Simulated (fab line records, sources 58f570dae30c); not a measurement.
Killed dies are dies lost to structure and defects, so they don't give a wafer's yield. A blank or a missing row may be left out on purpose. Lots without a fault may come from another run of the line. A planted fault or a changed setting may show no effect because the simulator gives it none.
fab line records | flow berkeley_cmos170
record lots=15 wafers=45 last_day=12
route steps=331 shown SDANNEAL@205 PSD@206 NSD@207 PLDD@208 NLDD@209
lots that met no fault: from a run of the same line without faults
start_h: hours from the record's first day to the start of the lot's first wafer shown | wait_h: hours since the lot's step before | " the same as in the row above | L1.1+2: a row that stands for several wafers | - no value, or no start given | * or withheld: withheld | < > ~ a bound
route shown NAME@n: a module of which the file shows steps, and the number in the route of the first | usual: mean/standard deviation of fault-free wafers | same: alike in all rows | chamber/n: place in a boat | sites: the reading at each site | _std_site: their standard deviation | _edge_site: outer sites' mean less inner sites' | radius_mm: how far each site lies from the wafer's centre | mask NAME#n: copy n | behind: the tool/chamber that last shaped the wafer | hold: why the lot was held/for how many hours/how that ended | device: the transistor (n, p or np) that didn't switch | end of line: the same wafers' tests at the end of the route | a step without rows: its recipe alone | killed: dies lost to structure and defects at the first sort, not the wafer's yield | map: a wafer's dies, x killed, . not, _ none there
set.NAME: the setting as run; set.NAME@STEP: as run at that earlier step | model.NAME: the simulator's own value behind a step, which no gauge read
steps of the route over a sample of lots; a table a step, a row a wafer
services: from which hour (start_h, from the record's first day; less than 0 if before it) a tool's chamber was out of use, for how many hours, and why
## steps
# step UCB170_SDANNEAL_RTA_01
# recipe temp_c=1050 time_s=5 ambient=N2
# usual lamp_power_pct=35.1/2 wafer_temp_C_max=1054.8/2
# columns lot.wafer tool chamber start_h wait_h lamp_power_pct wafer_temp_C_max
L748.3 rtp_anneal-02 0 174.92 0.1 33.4 1054.6
L748.4 " 0 " " 33.3 1053.4
L748.5 " 0 " " 33.4 1052.6
L746.2 rtp_anneal-01 0 175.36 0.1 37.4 1056.2
L746.3 " 0 " " 37.6 1061.3
L746.5 " 0 " " 37.6 1059.7
L747.1 rtp_anneal-02 0 175.54 0.1 33.4 1053.2
L747.4 " 0 " " 33.4 1052.7
L747.5 " 0 " " 33.4 1053.4
L749.2 rtp_anneal-01 0 175.72 0.1 37.6 1056.9
L749.3 " 0 " " 37.6 1056.1
L749.6 " 0 " " 37.5 1055.8
L751.1 rtp_anneal-02 0 199.51 0.1 33.4 1053.4
L751.2 " 0 " " 33.4 1055.0
L751.5 " 0 " " 33.4 1053.7
L752.1 rtp_anneal-01 0 199.89 0.1 37.5 1057.9
L752.2 " 0 " " 37.5 1056.8
L752.3 " 0 " " 37.6 1058.5
L750.2 rtp_anneal-02 0 200.08 0.1 33.4 1052.1
L750.4 " 0 " " 33.4 1054.2
L750.5 " 0 " " 33.4 1053.2
L756.2 rtp_anneal-02 0 215.29 0.1 33.4 1054.2
L756.5 " 0 " " 33.4 1052.7
L756.6 " 0 " " 33.5 1052.7
L754.2 rtp_anneal-02 0 215.41 0.1 33.4 1053.3
L754.4 " 0 " " 33.4 1053.0
L754.5 " 0 " " 33.5 1052.4
L759.1 rtp_anneal-02 0 232.90 0.1 33.4 1053.8
L759.4 " 0 " " 33.5 1054.3
L759.5 " 0 " " 33.4 1053.3
L755.2 rtp_anneal-01 0 233.03 0.1 37.6 1056.2
L755.5 " 0 " " 37.6 1055.0
L755.6 " 0 " " 37.6 1056.2
L758.2 rtp_anneal-02 0 233.35 0.1 33.5 1053.1
L758.3 " 0 " " 33.4 1053.3
L758.4 " 0 " " 33.4 1054.4
L757.1 rtp_anneal-01 0 233.49 0.1 37.6 1058.9
L757.2 " 0 " " 37.5 1057.1
L757.4 " 0 " " 37.5 1056.7
L761.3 rtp_anneal-02 0 245.89 0.1 33.4 1054.2
L761.4 " 0 " " 33.4 1054.0
L761.6 " 0 " " 33.4 1051.8
L760.1 rtp_anneal-02 0 248.25 0.1 33.4 1053.6
L760.2 " 0 " " 33.4 1053.9
L760.6 " 0 " " 33.5 1053.4
# step UCB170_SDANNEAL_RS_MEAS_02
# recipe thk_meas_gauge=four-point-probe
# usual PSD_RS=75.6/0.31
# columns lot.wafer tool chamber start_h wait_h PSD_RS[ohm/sq]
L748.3 film_metro-01 - 175.00 0.1 75.3
L748.4 " - " " 75.2
L748.5 " - " " 75.4
L746.2 film_metro-04 - 175.43 0.1 76.0
L746.3 " - " " 75.8
L746.5 " - " " 76.0
L747.1 film_metro-02 - 175.60 0.0 75.5
L747.4 " - " " 75.5
L747.5 " - " " 76.0
L749.2 film_metro-01 - 175.79 0.1 75.2
L749.3 " - " " 75.6
L749.6 " - " " 75.6
L751.1 film_metro-01 - 199.59 0.1 75.3
L751.2 " - " " 75.5
L751.5 " - " " 75.0
L752.1 film_metro-04 - 199.95 0.0 75.6
L752.2 " - " " 75.6
L752.3 " - " " 75.5
L750.2 film_metro-01 - 200.15 0.1 75.4
L750.4 " - " " 75.5
L750.5 " - " " 75.2
L756.2 film_metro-02 - 215.36 0.1 75.7
L756.5 " - " " 75.9
L756.6 " - " " 76.1
L754.2 film_metro-01 - 215.48 0.1 76.0
L754.4 " - " " 75.8
L754.5 " - " " 75.9
L759.1 film_metro-04 - 232.96 0.0 75.7
L759.4 " - " " 75.8
L759.5 " - " " 75.6
L755.2 film_metro-02 - 233.10 0.1 75.9
L755.5 " - " " 75.5
L755.6 " - " " 76.0
L758.2 film_metro-01 - 233.42 0.1 56.7
L758.3 " - " " 56.8
L758.4 " - " " 56.9
L757.1 film_metro-02 - 233.62 0.1 76.0
L757.2 " - " " 75.7
L757.4 " - " " 75.6
L761.3 film_metro-01 - 245.97 0.1 56.5
L761.4 " - " " 56.3
L761.6 " - " " 56.4
L760.1 film_metro-02 - 248.31 0.0 57.0
L760.2 " - " " 57.0
L760.6 " - " " 57.1
# step UCB170_SDANNEAL_RS_MEAS_03
# recipe thk_meas_gauge=four-point-probe
# usual NSD_RS=37.26/0.098
# columns lot.wafer tool chamber start_h wait_h NSD_RS[ohm/sq]
L748.3 film_metro-01 - 175.12 0.1 37.19
L748.4 " - " " 37.10
L748.5 " - " " 37.24
L746.2 film_metro-04 - 175.55 0.1 37.32
L746.3 " - " " 37.35
L746.5 " - " " 37.34
L747.1 film_metro-02 - 175.72 0.1 37.08
L747.4 " - " " 37.24
L747.5 " - " " 37.08
L749.2 film_metro-01 - 175.91 0.1 37.16
L749.3 " - " " 37.20
L749.6 " - " " 37.26
L751.1 film_metro-01 - 199.71 0.1 37.20
L751.2 " - " " 37.21
L751.5 " - " " 37.20
L752.1 film_metro-04 - 200.07 0.1 37.25
L752.2 " - " " 37.24
L752.3 " - " " 37.22
L750.2 film_metro-01 - 200.27 0.1 37.28
L750.4 " - " " 37.10
L750.5 " - " " 37.24
L756.2 film_metro-02 - 215.48 0.1 37.34
L756.5 " - " " 37.43
L756.6 " - " " 37.47
L754.2 film_metro-01 - 215.60 0.1 37.40
L754.4 " - " " 37.30
L754.5 " - " " 37.39
L759.1 film_metro-04 - 233.08 0.1 37.38
L759.4 " - " " 37.30
L759.5 " - " " 37.40
L755.2 film_metro-02 - 233.22 0.1 37.34
L755.5 " - " " 37.24
L755.6 " - " " 37.36
L758.2 film_metro-01 - 233.54 0.1 31.32
L758.3 " - " " 31.40
L758.4 " - " " 31.37
L757.1 film_metro-02 - 233.74 0.1 37.37
L757.2 " - " " 37.36
L757.4 " - " " 37.45
L761.3 film_metro-01 - 246.09 0.1 31.20
L761.4 " - " " 31.23
L761.6 " - " " 31.22
L760.1 film_metro-02 - 248.43 0.1 31.48
L760.2 " - " " 31.47
L760.6 " - " " 31.45
# step UCB170_SDANNEAL_RS_MEAS_04
# recipe thk_meas_gauge=four-point-probe
# usual PLDD_RS=1031.8/2.8
# columns lot.wafer tool chamber start_h wait_h PLDD_RS[ohm/sq]
L748.3 film_metro-01 - 175.24 0.1 1031.8
L748.4 " - " " 1032.1
L748.5 " - " " 1030.6
L746.2 film_metro-04 - 175.67 0.1 1038.3
L746.3 " - " " 1035.0
L746.5 " - " " 1035.6
L747.1 film_metro-02 - 175.84 0.1 1036.2
L747.4 " - " " 1035.8
L747.5 " - " " 1038.7
L749.2 film_metro-01 - 176.03 0.1 1027.9
L749.3 " - " " 1027.9
L749.6 " - " " 1027.6
L751.1 film_metro-01 - 199.83 0.1 1035.6
L751.2 " - " " 1031.6
L751.5 " - " " 1033.8
L752.1 film_metro-04 - 200.19 0.1 1031.3
L752.2 " - " " 1031.4
L752.3 " - " " 1031.2
L750.2 film_metro-01 - 200.39 0.1 1034.2
L750.4 " - " " 1033.1
L750.5 " - " " 1032.3
L756.2 film_metro-02 - 215.60 0.1 1032.5
L756.5 " - " " 1033.5
L756.6 " - " " 1035.8
L754.2 film_metro-01 - 215.72 0.1 1031.6
L754.4 " - " " 1032.1
L754.5 " - " " 1028.5
L759.1 film_metro-04 - 233.20 0.1 1031.8
L759.4 " - " " 1036.9
L759.5 " - " " 1033.0
L755.2 film_metro-02 - 233.34 0.1 1028.8
L755.5 " - " " 1025.0
L755.6 " - " " 1030.6
L758.2 film_metro-01 - 233.66 0.1 963.9
L758.3 " - " " 963.4
L758.4 " - " " 964.8
L757.1 film_metro-02 - 233.86 0.1 1034.9
L757.2 " - " " 1035.1
L757.4 " - " " 1035.4
L761.3 film_metro-01 - 246.21 0.1 965.1
L761.4 " - " " 968.2
L761.6 " - " " 966.9
L760.1 film_metro-02 - 248.55 0.1 967.7
L760.2 " - " " 969.9
L760.6 " - " " 973.6
# step UCB170_SDANNEAL_RS_MEAS_05
# recipe thk_meas_gauge=four-point-probe
# usual NLDD_RS=616.6/1.2
# columns lot.wafer tool chamber start_h wait_h NLDD_RS[ohm/sq]
L748.3 film_metro-01 - 175.36 0.1 616.5
L748.4 " - " " 616.9
L748.5 " - " " 616.8
L746.2 film_metro-04 - 175.79 0.1 617.3
L746.3 " - " " 615.8
L746.5 " - " " 617.4
L747.1 film_metro-02 - 175.96 0.1 616.0
L747.4 " - " " 615.3
L747.5 " - " " 614.8
L749.2 film_metro-01 - 176.15 0.1 616.2
L749.3 " - " " 615.5
L749.6 " - " " 617.8
L751.1 film_metro-01 - 199.95 0.1 617.2
L751.2 " - " " 618.3
L751.5 " - " " 617.7
L752.1 film_metro-04 - 200.31 0.1 617.7
L752.2 " - " " 617.4
L752.3 " - " " 617.6
L750.2 film_metro-01 - 200.51 0.1 615.5
L750.4 " - " " 616.8
L750.5 " - " " 616.6
L756.2 film_metro-02 - 215.72 0.1 618.4
L756.5 " - " " 618.5
L756.6 " - " " 618.8
L754.2 film_metro-01 - 215.84 0.1 616.6
L754.4 " - " " 617.8
L754.5 " - " " 617.3
L759.1 film_metro-04 - 233.32 0.1 616.1
L759.4 " - " " 616.9
L759.5 " - " " 616.9
L755.2 film_metro-02 - 233.46 0.1 615.4
L755.5 " - " " 617.4
L755.6 " - " " 615.1
L758.2 film_metro-01 - 233.78 0.1 608.7
L758.3 " - " " 610.1
L758.4 " - " " 610.7
L757.1 film_metro-02 - 233.98 0.1 614.6
L757.2 " - " " 615.9
L757.4 " - " " 615.4
L761.3 film_metro-01 - 246.33 0.1 610.2
L761.4 " - " " 611.8
L761.6 " - " " 610.6
L760.1 film_metro-02 - 248.67 0.1 610.5
L760.2 " - " " 610.5
L760.6 " - " " 612.2
## services
# columns tool chamber start_h hours kind
rtp_anneal-01 - 215.04 4.7 pm
## key
first_sign step=UCB170_SDANNEAL_RS_MEAS_02 reading=PSD_RS direction=down sigmas=60 usual=75.6 struck=56.7
effect step=UCB170_SDANNEAL_RS_MEAS_03 reading=NSD_RS direction=down sigmas=61 usual=37.26 struck=31.35
effect step=UCB170_SDANNEAL_RS_MEAS_04 reading=PLDD_RS direction=down sigmas=23 usual=1031.8 struck=967.1
effect step=UCB170_SDANNEAL_RS_MEAS_05 reading=NLDD_RS direction=down sigmas=5.1 usual=616.6 struck=610.6
met_at UCB170_SDANNEAL_RTA_01
struck_lots L758,L760,L761
tester_left_out L758,L760,L761
onset_between 232.90 233.35
fault kind=process_parameter_drift tool=rtp_anneal-02 chamber=- onset_h=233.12 steps=UCB170_SDANNEAL_RTA_01 channel=time_s offset=* shape=step end_h=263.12 acts_in=* stated=*
# tester_left_out: of these lots the tester's yield and bins aren't shown, on N5 and GAA mostly nor the transistor test; their killed dies are dies lost to structure and defects alone, not to doping, threshold or leakage, so they don't give the yield
